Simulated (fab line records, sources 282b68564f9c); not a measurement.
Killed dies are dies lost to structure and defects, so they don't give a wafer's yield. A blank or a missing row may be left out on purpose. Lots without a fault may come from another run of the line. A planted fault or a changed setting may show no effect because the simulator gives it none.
Split-lot experiment | flow rit_cmos | 5 lots, 23 wafers read, on a route of 202 steps

THE SPLIT
At RIT_CONTACT_CVD_00 (deposits SiO2 from TEOS, target thk 400 nm, time 61 s), the setting time_s was moved away from the recipe's 61 s on 9 of the 23 wafers read, by -8.1% to +11.8%. The other wafers ran this setting at the recipe's value.

The file shows no step between the split and the reading.

THE READING
CONTACT_TEOS_THK, in nm, at RIT_CONTACT_THK_MEAS_01. Fault-free wafers of this fab line usually give 403 nm, standard deviation 5.1 nm.

wafer  | tool, chamber at the split | time_s as run, s | against the recipe | CONTACT_TEOS_THK, nm | against lot-mates on the recipe
L074.2 | pecvd-04, 2                | 61               | recipe             | 399                  | -
L074.3 | pecvd-04, 0                | 61               | recipe             | 405                  | -
L074.6 | pecvd-04, 0                | 61               | recipe             | 406                  | -
L075.1 | pecvd-03, 0,2              | 61               | recipe             | 403                  | -
L075.2 | pecvd-03, 2                | 61               | recipe             | 405                  | -
L075.3 | pecvd-03, 1                | 58.7             | -3.8%              | 384                  | -23
L075.5 | pecvd-03, 1                | 58.7             | -3.8%              | 395                  | -12
L075.6 | pecvd-03, 0,2              | 61               | recipe             | 412                  | -
L079.1 | pecvd-02, 1                | 68.19            | +11.8%             | 450                  | +47
L079.2 | pecvd-02, 2                | 68.19            | +11.8%             | 445                  | +42
L079.3 | pecvd-02, 0                | 61               | recipe             | 402                  | -
L079.5 | pecvd-02, 2                | 61               | recipe             | 399                  | -
L079.6 | pecvd-02, 0                | 61               | recipe             | 407                  | -
L083.1 | pecvd-04, 1                | 56.05            | -8.1%              | 362                  | -33
L083.2 | pecvd-04, 2                | 56.05            | -8.1%              | 367                  | -28
L083.3 | pecvd-04, 0                | 61               | recipe             | 390                  | -
L083.5 | pecvd-04, 2                | 56.05            | -8.1%              | 367                  | -28
L083.6 | pecvd-04, 1                | 61               | recipe             | 400                  | -
L084.1 | pecvd-03, 1                | 66.66            | +9.3%              | 435                  | +29
L084.2 | pecvd-03, 2                | 61               | recipe             | 406                  | -
L084.3 | pecvd-03, 0                | 66.66            | +9.3%              | 437                  | +31
L084.4 | pecvd-03, 2                | 61               | recipe             | 410                  | -
L084.6 | pecvd-03, 1                | 61               | recipe             | 403                  | -
Where a row lists several chambers, the file gives one row for several wafers and doesn't say which wafer went through which chamber.

THE FIT
A straight line over all 23 wafers: CONTACT_TEOS_THK changes by +3.98 nm for each +1% of time_s; r = +0.97; the points scatter about the line by 5.3 nm.
The same after taking each lot's own level away (the mean of its wafers on the recipe; 23 wafers): +3.65 nm for each +1%; r = +0.98; scatter 4 nm.
On that fit, the largest move of time_s shifts the reading by 43 nm.
The lots' own levels span 395.0 to 406.7 nm, that is 2.3 times the standard deviation above.
So the lot-to-lot level changes the slope little: the two slopes agree.
Check: with one of the wafers moved furthest among these (+11.8%) left out of the fit, the line predicts +41 nm for it against its lot-mates. It came out at +47.3 nm against them.

OTHER SPLITS ON THESE WAFERS
These wafers also went through other splits before the reading. Each is held against what the fit with the lots' levels taken away leaves over:
other split on the same wafers | wafers away from the commonest value | r with CONTACT_TEOS_THK (lot level and that fit taken away)
RIT_NSD_IMPLANT_08 energy_kev  | 9                                    | +0.06
RIT_PSD_COAT_01 spin_rpm       | 8                                    | +0.15

THE WHOLE CHAIN: every reading that the file lists as answering this split, in the file's order
step                    | what it does                                                                | reading                                                                        | change (the file's fit)              | r (the file's)
RIT_CONTACT_CVD_00      | deposits SiO2 from TEOS, target thk 400 nm, time 61 s                       | SiO2_of_CONTACT_CVD_00.thk_nm (the simulator's own value, which no gauge read) | +3.84 nm for each +1% of the setting | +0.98
RIT_CONTACT_THK_MEAS_01 |                                                                             | CONTACT_TEOS_THK                                                               | +3.62 for each +1% of the setting    | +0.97
RIT_CONTACT_ETCH_11     | etches SiO2 in CHF3/CF4/Ar, stops on TiSi2, target depth 480 nm, time 320 s | etch.depth_nm (the simulator's own value, which no gauge read)                 | +3.84 nm for each +1% of the setting | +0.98
RIT_CONTACT_ETCH_11     | etches SiO2 in CHF3/CF4/Ar, stops on TiSi2, target depth 480 nm, time 320 s | CONTACT.feature_depth_nm (the simulator's own value, which no gauge read)      | +3.6 nm for each +1% of the setting  | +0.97

THE FILE'S OWN FIT
CONTACT_TEOS_THK changes by +3.62 nm for each +1% of time_s, r = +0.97.
